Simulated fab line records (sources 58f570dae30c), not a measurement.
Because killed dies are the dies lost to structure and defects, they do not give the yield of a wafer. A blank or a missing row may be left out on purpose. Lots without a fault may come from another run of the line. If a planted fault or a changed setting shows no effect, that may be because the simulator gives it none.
What tool caused it?    flow berkeley_cmos170    7 lots, 21 wafers sampled, at 3 steps of a route of 331

WHAT THE GAUGES READ, wafer by wafer
UCB170_PFIELD_TW_MEAS_09.
lot   measured     on             PFIELD_TW
L231  day 6 12:35  film_metro-01  602.5 603.0 604.8
L227  day 6 12:57  film_metro-01  601.5 602.1 603.6
L229  day 6 13:08  film_metro-04  606.1 603.8 603.9
L239  day 7 19:17  film_metro-04  605.7 604.2 603.4
L242  day 8 20:14  film_metro-01  601.9 607.3 600.8
L241  day 8 20:56  film_metro-03  607.0 604.3 603.2
L246  day 9 19:04  film_metro-04  606.8 605.7 606.4

WHAT TOOL EACH LOT RAN ON (gives the tool, then ch and the chambers of the sampled wafers, and finally the start)
lot   UCB170_PFIELD_IMPLANT_07        UCB170_PFIELD_STRIP_08
L231  implanter-01 ch 0, day 6 12:21  plasma_asher-01 ch 0,1, day 6 12:29
L227  implanter-01 ch 0, day 6 12:38  plasma_asher-03 ch 0, day 6 12:51
L229  implanter-02 ch 0, day 6 12:54  plasma_asher-01 ch 0,1, day 6 13:02
L239  implanter-04 ch 0, day 7 19:04  plasma_asher-04 ch 0,1, day 7 19:12
L242  implanter-04 ch 0, day 8 20:01  plasma_asher-04 ch 0,1, day 8 20:08
L241  implanter-04 ch 0, day 8 20:41  plasma_asher-03 ch 0,1, day 8 20:50
L246  implanter-01 ch 0, day 9 18:50  plasma_asher-04 ch 0,1, day 9 18:58
- UCB170_PFIELD_IMPLANT_07
- UCB170_PFIELD_STRIP_08: strips in O2.

THE ANSWER, worked out from the rows above alone
Rule: usual is defined by the lots themselves. Put in order of their means at a reading, lots are off if they are a third of the lots or fewer, leave a main group of 4 or more, and stand apart from it by a gap of 3 or more times the standard deviation of the main group's means; of several such gaps the widest counts. If all means in a main group match to the digits the tables above print for the reading, that group is not used. Also off: a lot with no number at a reading for which 4 or more lots have one. All remaining lots with rows at the step are treated as sound.
No lot is off at any reading shown: from this, nothing can be told.

WHAT THE SIMULATOR HAD INSERTED
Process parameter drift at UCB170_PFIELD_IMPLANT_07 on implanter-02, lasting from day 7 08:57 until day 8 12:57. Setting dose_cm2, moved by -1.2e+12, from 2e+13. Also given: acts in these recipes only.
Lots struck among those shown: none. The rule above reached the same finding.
